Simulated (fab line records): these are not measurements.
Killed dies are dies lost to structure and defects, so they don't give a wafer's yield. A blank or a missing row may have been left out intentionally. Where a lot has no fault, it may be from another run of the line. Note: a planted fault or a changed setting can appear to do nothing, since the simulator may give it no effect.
The tool behind it: which one? | flow berkeley-cmos170 | 7 lots, 21 wafers sampled, at 4 steps of a route of 331

== WHAT THE GAUGES SHOWED, per wafer ==
UCB170_ACTIVE_CD_MEAS_90: target cd 1200 nm.
lot  | measured    | on        | cd-nm (nm)
L798 | day 4 11:34 | cd-sem-02 | 1197.5 1197.5 1198.4
L800 | day 4 22:20 | cd-sem-02 | 1199.0 1199.4 1199.1
L802 | day 5 04:36 | cd-sem-01 | 1200.7 1200.7 1199.0
L804 | day 5 13:59 | cd-sem-01 | 1200.4 1199.9 1199.7
L810 | day 7 01:52 | cd-sem-01 | 1198.2 1197.8 1197.9
L817 | day 8 07:13 | cd-sem-02 | - - -
L819 | day 8 16:32 | cd-sem-02 | 1200.7 1200.7 1201.0

== EACH LOT AND THE TOOL THAT RAN IT (in order: tool; ch and the chambers of the sampled wafers; start) ==
lot  | UCB170_NWELL_STRIP_15               | UCB170_ACTIVE_ETCH_15             | UCB170_ACTIVE_STRIP_16
L798 | plasma-asher-01 ch 0,1, day 2 14:04 | rie-diel-03 ch 0,2,3, day 4 11:22 | plasma-asher-03 ch 0,1, day 4 11:28
L800 | plasma-asher-01 ch 0,1, day 3 01:35 | rie-diel-03 ch 1,2,3, day 4 22:03 | plasma-asher-01 ch 0,1, day 4 22:11
L802 | plasma-asher-01 ch 0,1, day 3 13:14 | rie-diel-01 ch 0,1,2, day 5 04:24 | plasma-asher-03 ch 0,1, day 5 04:30
L804 | plasma-asher-01 ch 0,1, day 3 18:28 | rie-diel-04 ch 0,3, day 5 13:46   | plasma-asher-03 ch 0,1, day 5 13:52
L810 | plasma-asher-02 ch 0,1, day 5 05:19 | rie-diel-03 ch 1,2,3, day 7 01:40 | plasma-asher-03 ch 0,1, day 7 01:46
L817 | plasma-asher-01 ch 0,1, day 6 09:22 | rie-diel-04 ch 2,3, day 8 06:59   | plasma-asher-04 ch 0,1, day 8 07:05
L819 | plasma-asher-02 ch 0,1, day 6 17:53 | rie-diel-04 ch 0,1,2, day 8 16:17 | plasma-asher-03 ch 0,1, day 8 16:25
- UCB170_NWELL_STRIP_15: strips in O2.
- UCB170_ACTIVE_ETCH_15: etches Si3N4 in CH3F/Ar/O2, stops on SiO2, target depth 242 nm, time 151 s.
- UCB170_ACTIVE_STRIP_16: strips in O2.

== THE ANSWER, worked out from the rows above alone ==
Rule: the usual values come from the lots themselves. The widest of any qualifying gaps counts: lots, ordered by their means at a reading, are off when they make up no more than a third of the lots, leave a main group of 4 or more, and stand apart from it by 3 or more times the standard deviation of that group's means. Not used: any main group whose means are identical at the precision the tables above print for the reading. Also off: a lot with no number at a reading for which 4 or more lots have one. Where the step has rows for the other lots, those lots are counted as sound.
Off: L817, at UCB170_ACTIVE_CD_MEAS_90 (cd-nm). Without a number there: L817. Main group: mean 1199.3 nm, sd 1.1.
A tool fits if, at a process step before that reading, it ran every lot that is off, and no sound lot after the first of them. Gauges at UCB170_ACTIVE_CD_MEAS_90: tried the same way as those tools. 2 tools fit, plasma-asher-01 at UCB170_NWELL_STRIP_15 and plasma-asher-04 at UCB170_ACTIVE_STRIP_16, so this cannot tell which one it is.

== WHAT THE SIMULATOR HAD PUT IN ==
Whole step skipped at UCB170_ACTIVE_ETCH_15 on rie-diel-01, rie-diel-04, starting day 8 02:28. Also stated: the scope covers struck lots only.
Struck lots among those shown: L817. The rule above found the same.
